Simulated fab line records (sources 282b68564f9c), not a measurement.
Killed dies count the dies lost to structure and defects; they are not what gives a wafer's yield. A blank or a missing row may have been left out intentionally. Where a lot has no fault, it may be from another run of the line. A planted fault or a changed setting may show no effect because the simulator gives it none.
Which of the tools did it? / flow rit_cmos / Sampling: 14 lots, 42 wafers, 3 of 202 route steps

== WHAT THE GAUGES READ, wafer by wafer ==
RIT_NWELL_TW_MEAS_10. Usual: NWELL_TW typically reads 2140, with standard deviation 19.
lot=L144; measured=day 2 03:10; on=film_metro-04; NWELL_TW=2170 2159 2160; flag=
lot=L146; measured=day 2 12:31; on=film_metro-03; NWELL_TW=2110 2129 2117; flag=
lot=L147; measured=day 2 16:26; on=film_metro-01; NWELL_TW=2109 2123 2116; flag=
lot=L148; measured=day 2 20:06; on=film_metro-04; NWELL_TW=2160 2167 2161; flag=
lot=L150; measured=day 3 05:16; on=film_metro-03; NWELL_TW=2128 2124 2126; flag=
lot=L151; measured=day 3 11:04; on=film_metro-03; NWELL_TW=2110 2123 2115; flag=
lot=L155; measured=day 4 07:32; on=film_metro-01; NWELL_TW=1984 1984 1987; flag=OFF
lot=L156; measured=day 4 15:56; on=film_metro-03; NWELL_TW=2111 2113 2120; flag=
lot=L157; measured=day 4 17:07; on=film_metro-03; NWELL_TW=1965 1969 1962; flag=OFF
lot=L158; measured=day 4 20:27; on=film_metro-04; NWELL_TW=2166 2162 2157; flag=
lot=L159; measured=day 5 03:34; on=film_metro-01; NWELL_TW=2139 2126 2131; flag=
lot=L161; measured=day 5 16:27; on=film_metro-01; NWELL_TW=2126 2139 2124; flag=
lot=L162; measured=day 5 18:55; on=film_metro-04; NWELL_TW=2161 2165 2171; flag=
lot=L166; measured=day 6 14:02; on=film_metro-01; NWELL_TW=2129 2146 2144; flag=

RIT_WELLDRIVE_RS_MEAS_01: the measuring method here is four-point-probe. Usual: NWELL_RS typically reads 279.3 ohm/sq, with standard deviation 1.2.
lot=L144; measured=day 2 09:55; on=film_metro-01; NWELL_RS (ohm/sq)=278.8 280.1 279.0; flag=
lot=L146; measured=day 2 20:37; on=film_metro-03; NWELL_RS (ohm/sq)=279.6 279.4 278.7; flag=
lot=L147; measured=day 2 23:33; on=film_metro-04; NWELL_RS (ohm/sq)=279.8 279.8 279.8; flag=
lot=L148; measured=day 3 04:48; on=film_metro-01; NWELL_RS (ohm/sq)=280.4 280.6 280.4; flag=
lot=L150; measured=day 3 14:31; on=film_metro-03; NWELL_RS (ohm/sq)=277.1 276.8 276.6; flag=
lot=L151; measured=day 3 17:59; on=film_metro-01; NWELL_RS (ohm/sq)=280.8 279.2 280.2; flag=
lot=L155; measured=day 4 15:05; on=film_metro-01; NWELL_RS (ohm/sq)=284.0 283.6 284.0; flag=OFF
lot=L156; measured=day 4 22:52; on=film_metro-04; NWELL_RS (ohm/sq)=280.4 279.2 280.1; flag=
lot=L157; measured=day 4 23:48; on=film_metro-04; NWELL_RS (ohm/sq)=283.3 283.1 283.6; flag=OFF
lot=L158; measured=day 5 04:11; on=film_metro-04; NWELL_RS (ohm/sq)=278.9 279.5 278.6; flag=
lot=L159; measured=day 5 10:26; on=film_metro-04; NWELL_RS (ohm/sq)=279.2 279.2 279.2; flag=
lot=L161; measured=day 5 23:10; on=film_metro-03; NWELL_RS (ohm/sq)=278.5 277.3 278.4; flag=
lot=L162; measured=day 6 04:15; on=film_metro-03; NWELL_RS (ohm/sq)=277.3 277.9 277.0; flag=
lot=L166; measured=day 6 21:13; on=film_metro-04; NWELL_RS (ohm/sq)=279.4 278.0 279.5; flag=

== TOOL THAT RAN EACH LOT (tool first, then ch and the chambers of the sampled wafers, then the start) ==
lot=L144; RIT_NWELL_IMPLANT_08=implanter-04 ch 0, day 2 02:52
lot=L146; RIT_NWELL_IMPLANT_08=implanter-01 ch 0, day 2 12:13
lot=L147; RIT_NWELL_IMPLANT_08=implanter-04 ch 0, day 2 16:07
lot=L148; RIT_NWELL_IMPLANT_08=implanter-02 ch 0, day 2 19:46
lot=L150; RIT_NWELL_IMPLANT_08=implanter-02 ch 0, day 3 04:57
lot=L151; RIT_NWELL_IMPLANT_08=implanter-02 ch 0, day 3 10:45
lot=L155; RIT_NWELL_IMPLANT_08=implanter-04 ch 0, day 4 07:13
lot=L156; RIT_NWELL_IMPLANT_08=implanter-02 ch 0, day 4 15:37
lot=L157; RIT_NWELL_IMPLANT_08=implanter-04 ch 0, day 4 16:47
lot=L158; RIT_NWELL_IMPLANT_08=implanter-01 ch 0, day 4 20:07
lot=L159; RIT_NWELL_IMPLANT_08=implanter-02 ch 0, day 5 03:15
lot=L161; RIT_NWELL_IMPLANT_08=implanter-01 ch 0, day 5 16:08
lot=L162; RIT_NWELL_IMPLANT_08=implanter-02 ch 0, day 5 18:35
lot=L166; RIT_NWELL_IMPLANT_08=implanter-02 ch 0, day 6 13:43
- RIT_NWELL_IMPLANT_08

== WHAT THE TOOLS THEMSELVES READ (means of the sampled wafers that have a number; where no wafer has one, the mark that the record gives instead) ==
RIT_NWELL_IMPLANT_08. Usual: beam_energy_keV at 170.01, with a standard deviation of 0.055.
lot=L144 tool=implanter-04 beam_energy_keV=169.96 flag=
lot=L146 tool=implanter-01 beam_energy_keV=170.00 flag=
lot=L147 tool=implanter-04 beam_energy_keV=170.01 flag=
lot=L148 tool=implanter-02 beam_energy_keV=170.04 flag=
lot=L150 tool=implanter-02 beam_energy_keV=169.98 flag=
lot=L151 tool=implanter-02 beam_energy_keV=169.97 flag=
lot=L155 tool=implanter-04 beam_energy_keV=119.07 flag=OFF
lot=L156 tool=implanter-02 beam_energy_keV=169.96 flag=
lot=L157 tool=implanter-04 beam_energy_keV=119.03 flag=OFF
lot=L158 tool=implanter-01 beam_energy_keV=169.95 flag=
lot=L159 tool=implanter-02 beam_energy_keV=170.01 flag=
lot=L161 tool=implanter-01 beam_energy_keV=170.02 flag=
lot=L162 tool=implanter-02 beam_energy_keV=170.06 flag=
lot=L166 tool=implanter-02 beam_energy_keV=169.97 flag=

== THE ANSWER, worked out from the rows above alone ==
Rule: lot off if the mean of its wafers having a number is beyond 3 standard deviations from the usual mean. A lot without any number at a reading at which 4 lots or more have one is off too. The other lots that the step has rows for count as sound. First the gauges in route order, then the tools' own readings, where a lot's mean is used as printed above. At the first step where some lot is off, the reading lying furthest off is the one used; lots without a number count as furthest.
Off: L155, L157, seen at RIT_NWELL_TW_MEAS_10 (NWELL_TW).
If a tool, at a process step before that reading, ran all the lots that are off and no sound lot after the first of them, it fits. The gauges at RIT_NWELL_TW_MEAS_10 aren't tried: what is off there is off at RIT_NWELL_IMPLANT_08 too, on other tools, and a gauge's error can't cause that. One candidate fits, namely implanter-04 at RIT_NWELL_IMPLANT_08. Its last sound lot is L147 (day 2 16:07), its first lot that is off L155 (day 4 07:13): a fault that began between those two fits.
On the lots that are off, the tool's own readings at RIT_NWELL_IMPLANT_08 differ by more than 5 times the standard deviation of the sound lots' means, which bears it out; beam_energy_keV reads 119.05 there versus 169.99 on the sound lots.

== WHAT THE SIMULATOR HAD PUT IN ==
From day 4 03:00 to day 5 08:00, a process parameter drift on implanter-04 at RIT_NWELL_IMPLANT_08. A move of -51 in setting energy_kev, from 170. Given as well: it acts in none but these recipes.
Struck lots among those shown: L155, L157. The same result came from the rule above.
